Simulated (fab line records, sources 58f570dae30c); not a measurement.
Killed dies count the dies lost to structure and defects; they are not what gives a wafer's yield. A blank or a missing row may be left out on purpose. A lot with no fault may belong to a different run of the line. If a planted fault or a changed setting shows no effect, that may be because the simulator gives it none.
The same fault as seen by 2 desks || flow berkeleyCmos170 || what lay behind the numbers comes last; until then each desk has only its own

FOR THE TOOL OWNER'S DESK: lithoTrack-03
Per lot that ran on this tool, the mean of the sampled wafers carrying a number, from the tool's own readings at UCB170_NVT_SOFTBAKE_02 (time 60 s). A lot is out of limits, marked OUT, if its mean lies more than 4 standard deviations from the usual mean; the brackets give that distance.
Columns: A = exhaustPa at UCB170_NVT_SOFTBAKE_02, usual 44.9 Pa; B = resistLineTempC at UCB170_NVT_SOFTBAKE_02, usual 23.02 C; C = runLengthS at UCB170_NVT_SOFTBAKE_02, usual 89.02 s
{"lot": "L251", "first seen here": "day 6 07:04", "A": 44.6, "B": 22.96, "C": 88.99}
{"lot": "L254", "first seen here": "day 7 08:29", "A": 45.7, "B": 23.14, "C": 88.84}
{"lot": "L259", "first seen here": "day 8 15:05", "A": 45.1, "B": 23.04, "C": 88.86}
{"lot": "L263", "first seen here": "day 9 06:41", "A": 46.4, "B": 23.20, "C": 88.94}
{"lot": "L266", "first seen here": "day 10 02:01", "A": 44.3, "B": 23.08, "C": 88.98}
{"lot": "L268", "first seen here": "day 10 08:17", "A": 44.2, "B": 22.91, "C": "125.37 (+99 or more) OUT"}
{"lot": "L272", "first seen here": "day 11 04:21", "A": 44.7, "B": 22.97, "C": "125.51 (+99 or more) OUT"}
Finding of this desk: L268, L272 out of limits; the first was L268 at day 10 08:17, on runLengthS at UCB170_NVT_SOFTBAKE_02. L251, L254, L259, L263, L266: within limits.

METROLOGY DESK
What the gauges read, lot by lot, whatever tool the lot ran on: means of the sampled wafers that have a number. A lot is out of limits, marked OUT, if its mean lies more than 4 standard deviations from the usual mean; the brackets give that distance.
Columns: A = ACTIVE_OVL at UCB170_ACTIVE_OVL_MEAS_14, usual 3 nm; B = SCREENOX_OXIDE_THK at UCB170_SCREENOX_THK_MEAS_02, usual 14.19 nm
{"lot": "L251", "first seen here": "day 4 19:55", "A": -3, "B": 14.13}
{"lot": "L252", "first seen here": "day 5 13:04", "A": 4, "B": 14.40}
{"lot": "L254", "first seen here": "day 5 13:20", "A": 9, "B": 14.38}
{"lot": "L257", "first seen here": "day 6 00:10", "A": 9, "B": 14.21}
{"lot": "L258", "first seen here": "day 6 18:14", "A": -3, "B": 14.38}
{"lot": "L259", "first seen here": "day 6 18:46", "A": 9, "B": 14.37}
{"lot": "L262", "first seen here": "day 7 15:12", "A": -3, "B": 14.48}
{"lot": "L263", "first seen here": "day 7 15:29", "A": 5, "B": 14.05}
{"lot": "L261", "first seen here": "day 7 15:50", "A": -6, "B": 14.38}
{"lot": "L266", "first seen here": "day 8 11:53", "A": 0, "B": 14.13}
{"lot": "L268", "first seen here": "day 8 16:51", "A": 8, "B": 13.84}
{"lot": "L269", "first seen here": "day 8 23:26", "A": 1, "B": 13.93}
{"lot": "L272", "first seen here": "day 9 11:38", "A": 4, "B": 14.15}
{"lot": "L273", "first seen here": "day 10 04:01", "A": -2, "B": 14.40}
Finding of this desk: none of the 14 lots has anything out of limits.

PUT TOGETHER
At day 10 08:17, on L268, L272, the tool owner's desk was in a position to raise an alarm.
From the metrology desk's view, nothing was out of limits.
The metrology desk has L268, L272 on record, within its limits.
On lithoTrack-03, each named lot ran UCB170_NVT_SOFTBAKE_02.

WHAT WAS PUT IN BY THE SIMULATOR
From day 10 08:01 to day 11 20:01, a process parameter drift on lithoTrack-03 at UCB170_NVT_SOFTBAKE_02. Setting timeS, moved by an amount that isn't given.
Shown lots that were struck: L268, L272.
Each desk's first reading out of limits, in hours after the fault started: the tool owner's desk, 0.
